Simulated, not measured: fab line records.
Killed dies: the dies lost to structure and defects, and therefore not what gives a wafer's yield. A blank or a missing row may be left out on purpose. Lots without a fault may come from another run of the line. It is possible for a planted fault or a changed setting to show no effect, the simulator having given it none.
Matching of chambers | flow berkeley-cmos170 | 4 sister chambers for UCB170_SPACER_ETCHBACK_03 on rie-diel-04
The step etches SiO2 in CHF3/CF4/Ar, stops on Si, target depth 376 nm, time 100 s. 14 wafers are shown with their chamber, then 7 later ones without.

== WAFERS WITH THEIR CHAMBER ==
wafer  | chamber | throttle-valve-pct (%) | oes-product-au (a.u.)
L694.3 | 0       | 6.30                   | 0.872
L694.4 | 3       | 6.48                   | 0.915
L694.5 | 0       | 6.29                   | 0.883
L698.2 | 2       | 6.60                   | 0.910
L698.3 | 1       | 6.29                   | 0.898
L698.5 | 0       | 6.31                   | 0.894
L701.3 | 2       | 6.59                   | 0.895
L701.4 | 2       | 6.61                   | 0.919
L701.5 | 1       | 6.29                   | 0.895
L700.2 | 1       | 6.29                   | 0.890
L700.5 | 1       | 6.29                   | 0.915
L700.6 | 0       | 6.30                   | 0.902
L707.1 | 1       | 6.30                   | 0.881
L707.2 | 0       | 6.31                   | 0.874

SIGNATURES (averages over the wafers above)
reading            | chamber 0 | chamber 1 | chamber 2 | chamber 3 | scatter within a chamber
throttle-valve-pct | 6.3020    | 6.2920    | 6.6000    | 6.4800    | 0.00748
oes-product-au     | 0.88500   | 0.89580   | 0.90800   | 0.91500   | 0.0126
Rule: a wafer's distance from a chamber is the root of the sum, over the readings, of the square of ((its reading less the chamber's mean) divided by the reading's scatter). The wafer belongs to the nearest chamber; if the next one is less than 2 further off, it can't be placed. The scatter: the root of (the sum of the squares of (reading less its chamber's mean) over the shown wafers, divided by (wafers less chambers)).

== WAFERS WITHOUT THEIR CHAMBER ==
wafer  | throttle-valve-pct (%) | oes-product-au (a.u.)
L707.3 | 6.58                   | 0.882
L711.1 | 6.30                   | 0.881
L711.2 | 6.48                   | 0.917
L711.6 | 6.30                   | 0.903
L713.2 | 6.48                   | 0.917
L713.5 | 6.30                   | 0.867
L713.6 | 6.30                   | 0.888

== WHICH CHAMBER EACH WENT THROUGH ==
wafer  | from the rows above     | in truth
L707.3 | 2                       | 2
L711.1 | can't be placed: 0 or 1 | 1
L711.2 | 3                       | 3
L711.6 | can't be placed: 1 or 0 | 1
L713.2 | 3                       | 3
L713.5 | can't be placed: 0 or 1 | 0
L713.6 | can't be placed: 0 or 1 | 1
3 of 7 placed correctly. Can't be placed from these rows: 4 (the true chamber is among the candidates in 4). Wrongly placed: 0.
